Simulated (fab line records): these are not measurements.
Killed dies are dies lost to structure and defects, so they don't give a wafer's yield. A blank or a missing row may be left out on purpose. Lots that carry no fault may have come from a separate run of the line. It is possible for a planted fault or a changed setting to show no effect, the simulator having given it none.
Split-lot study    flow ritCmos    route with 202 steps; 5 lots, 21 wafers read

## THE SPLIT
At RIT_SDANNEAL_RTA_03 (time 5 s), the setting timeS was moved away from the recipe's 5 s on 9 of the 21 wafers read, by -11.6% to +11.6%. The other wafers ran this setting at the recipe's value.

## FROM SPLIT TO READING: 1 step shown by the file between the two
- RIT_SDANNEAL_RS_MEAS_04: measures by four-point-probe

## THE READING
At RIT_SDANNEAL_RS_MEAS_06, a four-point-probe measurement gives PLDD_RS in ohm/sq. On this fab line, fault-free wafers typically give 178.6 ohm/sq with a standard deviation of 0.42 ohm/sq.

wafer   tool, chamber at the split  timeS as run, s  against the recipe  PLDD_RS, ohm/sq  against lot-mates on the recipe
L075.1  rtpAnneal-01, 0             4.418            -11.6%              180.4            +2.1
L075.3  rtpAnneal-01, 0             5                recipe              178.1            -
L075.4  rtpAnneal-01, 0             4.418            -11.6%              180.3            +2.0
L075.5  rtpAnneal-01, 0             5                recipe              178.5            -
L075.6  rtpAnneal-01, 0             4.418            -11.6%              180.5            +2.2
L077.1  rtpAnneal-01, 0             5                recipe              178.9            -
L077.4  rtpAnneal-01, 0             5                recipe              179.3            -
L077.6  rtpAnneal-01, 0             5                recipe              179.1            -
L080.1  rtpAnneal-02, 0             5                recipe              178.1            -
L080.2  rtpAnneal-02, 0             5.211            +4.2%               177.5            -0.4
L080.3  rtpAnneal-02, 0             5.211            +4.2%               177.5            -0.4
L080.5  rtpAnneal-02, 0             5.211            +4.2%               177.5            -0.4
L080.6  rtpAnneal-02, 0             5                recipe              177.8            -
L081.4  rtpAnneal-01, 0             5                recipe              179.5            -
L081.5  rtpAnneal-01, 0             5.5              +10.0%              177.9            -1.7
L081.6  rtpAnneal-01, 0             5                recipe              179.7            -
L082.1  rtpAnneal-02, 0             5.578            +11.6%              176.3            -2.3
L082.2  rtpAnneal-02, 0             5                recipe              178.4            -
L082.4  rtpAnneal-02, 0             5.578            +11.6%              177.1            -1.5
L082.5  rtpAnneal-02, 0             5                recipe              178.7            -
L082.6  rtpAnneal-02, 0             5                recipe              178.7            -

FIT RESULTS
A straight line over all 21 wafers: PLDD_RS changes by -0.155 ohm/sq for each +1% of timeS; r = -0.88; the points scatter about the line by 0.55 ohm/sq.
The same after taking each lot's own level away (the mean of its wafers on the recipe; 21 wafers): -0.17 ohm/sq for each +1%; r = -0.98; scatter 0.21 ohm/sq.
That fit puts the effect of the largest move of timeS on the reading at 2 ohm/sq.
From 177.95 to 179.60 ohm/sq: that is the span of the lots' own levels, equal to 3.9 times the standard deviation above.
So the lot-to-lot level changes the slope little: the two slopes agree.
Check: +2.02 ohm/sq against its lot-mates is what the line predicts for one of the wafers moved furthest among these (-11.6%) when that wafer is left out of the fit. Against them it came out at +2.1 ohm/sq.

## THE OTHER SPLITS THESE WAFERS WENT THROUGH
These wafers also went through other splits before the reading. Each is held against what the fit with the lots' levels taken away leaves over:
other split on the same wafers  wafers away from the commonest value  r with PLDD_RS (lot level and that fit taken away)
RIT_REOX_OXIDATION_03 oxTimeS   13                                    -0.04
RIT_NLDD_SOFTBAKE_02 tempC      8                                     -0.16
RIT_NLDD_IMPLANT_08 energyKev   5                                     -0.02
RIT_PLDD_IMPLANT_08 tiltDeg     3                                     -0.18
RIT_SPACER_CVD_03 nh3FlowSccm   13                                    -0.02
RIT_NSD_COAT_01 resistThkNm     8                                     -0.03
RIT_NSD_IMPLANT_08 energyKev    6                                     -0.13
RIT_PSD_IMPLANT_08 doseCm2      8                                     +0.03

## THE WHOLE CHAIN: every reading that the file lists as answering this split, in the file's order
step                     what it does                  reading  change (the file's fit)             r (the file's)
RIT_SDANNEAL_RS_MEAS_04  measures by four-point-probe  PSD_RS   -0.165 for each +1% of the setting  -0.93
RIT_SDANNEAL_RS_MEAS_06  measures by four-point-probe  PLDD_RS  -0.17 for each +1% of the setting   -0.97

## FILE'S OWN FIT
PLDD_RS changes by -0.17 ohm/sq for each +1% of timeS, r = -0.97.
